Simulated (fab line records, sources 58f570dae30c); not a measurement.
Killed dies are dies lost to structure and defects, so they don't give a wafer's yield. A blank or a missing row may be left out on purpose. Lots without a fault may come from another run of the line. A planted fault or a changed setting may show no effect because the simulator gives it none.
A struck lot beside a sound one | flow berkeley_cmos170 | 14 steps out of a route of 331
Sound: wafers L977.1, L977.4, L977.6. Struck: wafers L972.1, L972.3, L972.6. The cause comes at the end.
At each step with rows: each side's tool, then ch and its chambers, then its first start. Under that, the readings that differ: sound wafers | struck wafers | difference of the means | sigmas: that difference in standard deviations of wafers without a fault.
alike: readings whose means differ by less than 2 such deviations, and words and numbers that are the same on both sides. not compared: withheld readings, readings that some wafer has no value for, bounds like >300 that may hide the same value, and numbers for which the record gives no deviation and whose values overlap.
The two part at a step that has a row with sigmas, a row that says differs or no value, or rows on one side only. Numbers that don't overlap but have no deviation are shown without sigmas and don't part them. A reading that every wafer of one side lacks parts them only if that side has two wafers or more.

first, 1 step without rows for these wafers: UCB170_M2_PRE_CLEAN_00 (preclean etch time 60 s).
UCB170_M2_SPUTTER_01: material Al, target thk 900 nm, time 120 s.
  sound on pvd_sputter-01, day 10 13:10; struck on pvd_sputter-02, day 9 21:08
  alike: throttle_valve_pct
UCB170_M2_RS_MEAS_02: measures by four-point-probe.
  sound on film_metro-01, day 10 13:15; struck on film_metro-01, day 9 21:13
  reading           | sound                   | struck                  | difference | sigmas
  M2_AL_RS (ohm/sq) | 0.03164 0.03186 0.03201 | 0.03258 0.03257 0.03259 | +0.00074   | +3
UCB170_M2_THK_MEAS_03: measures by xrf.
  sound on film_metro-01, day 10 13:22; struck on film_metro-01, day 9 21:20
  alike: M2_AL_THK
then, 3 steps without rows for these wafers: UCB170_M2_HMDS_04 (prime time 60 s); UCB170_M2_COAT_05 (resist thk 900 nm); UCB170_M2_SOFTBAKE_06 (time 60 s).
UCB170_M2_STRIP_07: strips in O2.
  sound on plasma_asher-04 ch 0,1, day 10 13:53; struck on plasma_asher-03 ch 0,1, day 9 21:51
  reading                     | sound       | struck      | difference | sigmas
  drypump_motor_current_A (A) | 5.2 4.9 4.9 | 6.3 6.7 6.3 | +1.4       | +2
  alike: oes_product_au, strip_time_to_endpoint_s
  not compared: rf_hours_counter_h
then, 4 steps without rows for these wafers: UCB170_M2_STRIP_08 (strips KrF in DMSO, time 600 s); UCB170_M2_COAT_09; UCB170_M2_COAT_10 (resist thk 900 nm); UCB170_M2_SOFTBAKE_11 (time 60 s).
UCB170_M2_EXPOSE_12: exposes mask METAL2, target cd 700 nm.
  sound on krf_scanner-02 ch 0, day 10 14:37; struck on krf_scanner-01, day 9 22:34
  no value came back on the struck wafers for exposure_dose_mJ_cm2, focus_offset_nm (nm), sigma_outer; on the sound wafers exposure_dose_mJ_cm2 reads 25.981 25.974 25.918
  alike: mask
then, 1 step without rows for these wafers: UCB170_M2_PEB_13.

WHERE THEY PART
First at UCB170_M2_RS_MEAS_02; last, within this record, at UCB170_M2_EXPOSE_12.

WHY: what the simulator had put in
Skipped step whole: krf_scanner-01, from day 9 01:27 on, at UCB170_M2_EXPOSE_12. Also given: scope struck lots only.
